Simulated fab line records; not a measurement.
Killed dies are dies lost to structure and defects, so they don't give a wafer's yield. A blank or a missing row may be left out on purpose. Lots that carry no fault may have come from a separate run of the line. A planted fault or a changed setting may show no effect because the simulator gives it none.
Comparing a struck lot with a sound one ; flow rit_cmos ; 17 out of 202 route steps
Sound: wafers L712.3, L712.4, L712.5. Wafers L713.2, L713.4, L713.5 were the ones struck. The cause is named last.
Per side, at each step with rows, come the tool, then ch with its chambers, and then its first start. Under that, the readings that differ: sound wafers ; struck wafers ; difference of the means ; sigmas: that difference in standard deviations of wafers without a fault.
alike: readings whose means differ by less than 2 such deviations, and words and numbers that are the same on both sides. not compared: withheld readings, readings that some wafer has no value for, bounds like >300 that may hide the same value, and numbers for which the record gives no deviation and whose values overlap.
The two part at a step that has a row with sigmas, a row that says differs or no value, or rows on one side only. When numbers do not overlap yet have no deviation, they are printed without sigmas and do not part them. A reading missing from all wafers of one side parts the sides only when that side holds two or more wafers.

first, 2 steps without rows for these wafers: RIT_NRETRO_HARDBAKE_07 (time 120 s); RIT_NRETRO_IMPLANT_08.
RIT_NRETRO_STRIP_09: strips in O2, time 180 s.
  sound on plasma_asher-04 ch 0,1, day 3 03:36; struck on plasma_asher-02 ch 0,1, day 3 08:09
  alike: drypump_motor_current_A
  not compared: rf_hours_counter_h
RIT_NRETRO_TW_MEAS_10:
  sound on film_metro-03 at day 3 03:44; struck on film_metro-02 at day 3 08:20
  alike: NRETRO_TW
then, 6 steps without rows for these wafers: RIT_PRETRO_HMDS_00 (prime time 60 s); RIT_PRETRO_COAT_01 (resist thk 1300 nm); RIT_PRETRO_SOFTBAKE_02 (time 60 s); RIT_PRETRO_EXPOSE_03 (exposes mask M5, target cd 43700 nm); RIT_PRETRO_PEB_04; RIT_PRETRO_DEVELOP_05 (develop time 68 s).
RIT_PRETRO_OVL_MEAS_06:
  sound on overlay-01 at day 3 04:47; struck on overlay-02 at day 3 09:16
  alike: PRETRO_OVL
then, 1 step without rows for these wafers: RIT_PRETRO_HARDBAKE_07 (time 120 s).
RIT_PRETRO_IMPLANT_08:
  sound on implanter-02 ch 0, day 3 05:07; struck on implanter-03 ch 0, day 3 09:34
reading;sound;struck;difference;sigmas
beam_energy_keV;45.019 44.997 45.000;29.242 29.236 29.249;-15.763;-99 or more
model.implant.rp_nm (nm);143.3 143.3 143.3;95.16 95.16 95.16;-48.14;
model.implant.drp_nm (nm);55.07 55.07 55.07;42.09 42.09 42.09;-12.98;
  alike: beam_on_s, end_station_pressure_torr
RIT_PRETRO_STRIP_09: strips in O2, time 180 s.
  sound on plasma_asher-01 ch 0,1, day 3 05:16; struck on plasma_asher-01 ch 0,1, day 3 09:42
  alike: drypump_motor_current_A
  not compared: rf_hours_counter_h
RIT_PRETRO_TW_MEAS_10:
  sound on film_metro-04 at day 3 05:25; struck on film_metro-02 at day 3 09:53
reading;sound;struck;difference;sigmas
PRETRO_TW;483 483 481;439 437 437;-45;-10
then, 1 step without rows for these wafers: RIT_GATE_WET_ETCH_00 (etches SiO2 in BOE, target depth 56 nm, time 60 s).
RIT_M1_PROBE_99:
  sound on prober-01 at day 4 05:46; struck on prober-02 at day 4 10:58
reading;sound;struck;difference;sigmas
model.etest.nmos_0p3.r_on_ohm_um;2221 2232 2220;2522 2514 2543;+302;
model.etest.nmos_0p15.r_on_ohm_um;1157 1158 1161;1278 1275 1280;+119;
model.etest.nmos_turned.drive_ua_um;309.5 307.6 307.4;258.9 263.8 264.8;-45.7;
model.etest.nmos_0p15.drive_ua_um;451.4 447.8 458.9;386.4 394.4 394.3;-61.0;
model.etest.nmos_narrow.drive_ua_um;212.7 212.7 212;172.2 175.4 173.3;-38.8;
model.etest.nmos_0p3.drive_ua_um;216.4 215.2 214.5;172.8 176.3 173.4;-41.2;
model.etest.nmos_0p15.swing_mv_dec;86.24 86.33 86.8;88.3 88.59 88.89;+2.1;
model.etest.ring.delay_ps;27.83 28.03 27.16;31.11 30.32 30.43;+2.95;
  alike: killed_at_contacts, killed_at_front_end, killed_dies, killed_open, killed_short

## WHERE THEY PART
First at RIT_PRETRO_IMPLANT_08; last, within this record, at RIT_PRETRO_TW_MEAS_10. Later steps at which nothing parts them and some readings are alike: RIT_M1_PROBE_99.

WHY: the cause the simulator had injected
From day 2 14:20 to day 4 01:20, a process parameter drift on implanter-03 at RIT_PRETRO_IMPLANT_08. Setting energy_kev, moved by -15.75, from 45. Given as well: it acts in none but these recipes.
